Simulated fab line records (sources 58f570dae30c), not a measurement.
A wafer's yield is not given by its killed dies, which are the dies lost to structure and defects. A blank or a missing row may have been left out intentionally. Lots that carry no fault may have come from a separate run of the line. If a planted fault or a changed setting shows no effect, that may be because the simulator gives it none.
Chamber matching / flow berkeley cmos170 / wet bench-03 running UCB170_SCREENOX_WET_ETCH_00: 4 sister chambers
The step etches SiO2 in dHF, time 200 s. 18 wafers are shown with their chamber, then 9 later ones without.

WAFERS WITH THEIR CHAMBER
wafer=L697.1; chamber=1; run length s (s)=226
wafer=L697.2; chamber=1; run length s (s)=226
wafer=L697.6; chamber=1; run length s (s)=226
wafer=L699.1; chamber=2; run length s (s)=225
wafer=L699.4; chamber=2; run length s (s)=225
wafer=L699.5; chamber=2; run length s (s)=225
wafer=L709.3; chamber=0; run length s (s)=227
wafer=L709.5; chamber=0; run length s (s)=227
wafer=L709.6; chamber=0; run length s (s)=227
wafer=L707.1; chamber=3; run length s (s)=241
wafer=L707.4; chamber=3; run length s (s)=241
wafer=L707.5; chamber=3; run length s (s)=241
wafer=L714.2; chamber=2; run length s (s)=233
wafer=L714.3; chamber=2; run length s (s)=233
wafer=L714.4; chamber=2; run length s (s)=233
wafer=L715.3; chamber=1; run length s (s)=234
wafer=L715.4; chamber=1; run length s (s)=234
wafer=L715.6; chamber=1; run length s (s)=234

SIGNATURES, as means of the wafers listed above
reading=run length s; chamber 0=227.00; chamber 1=230.00; chamber 2=229.00; chamber 3=241.00; scatter within a chamber=3.7
Rule: for each reading, subtract the chamber's mean from the wafer's reading, divide by that reading's scatter and square the result; add these up over the readings and take the root, which gives the wafer's distance from the chamber. The wafer belongs to the nearest chamber; if the next one is less than 2 further off, it can't be placed. The scatter: the root of (the sum of the squares of (reading less its chamber's mean) over the shown wafers, divided by (wafers less chambers)).

WAFERS WITHOUT THEIR CHAMBER
wafer=L716.1; run length s (s)=233
wafer=L716.4; run length s (s)=233
wafer=L716.6; run length s (s)=233
wafer=L717.2; run length s (s)=233
wafer=L717.3; run length s (s)=233
wafer=L717.6; run length s (s)=233
wafer=L718.2; run length s (s)=233
wafer=L718.4; run length s (s)=233
wafer=L718.5; run length s (s)=233

WHICH CHAMBER EACH ONE RAN IN
wafer=L716.1; from the rows above=can't be placed: 1 or 2 or 0 or 3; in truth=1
wafer=L716.4; from the rows above=can't be placed: 1 or 2 or 0 or 3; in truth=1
wafer=L716.6; from the rows above=can't be placed: 1 or 2 or 0 or 3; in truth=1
wafer=L717.2; from the rows above=can't be placed: 1 or 2 or 0 or 3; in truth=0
wafer=L717.3; from the rows above=can't be placed: 1 or 2 or 0 or 3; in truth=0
wafer=L717.6; from the rows above=can't be placed: 1 or 2 or 0 or 3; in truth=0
wafer=L718.2; from the rows above=can't be placed: 1 or 2 or 0 or 3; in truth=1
wafer=L718.4; from the rows above=can't be placed: 1 or 2 or 0 or 3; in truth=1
wafer=L718.5; from the rows above=can't be placed: 1 or 2 or 0 or 3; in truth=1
Placed correctly: 0 of 9. These rows do not allow placing 9 (true chamber among the candidates in 9). Placed wrongly: 0.
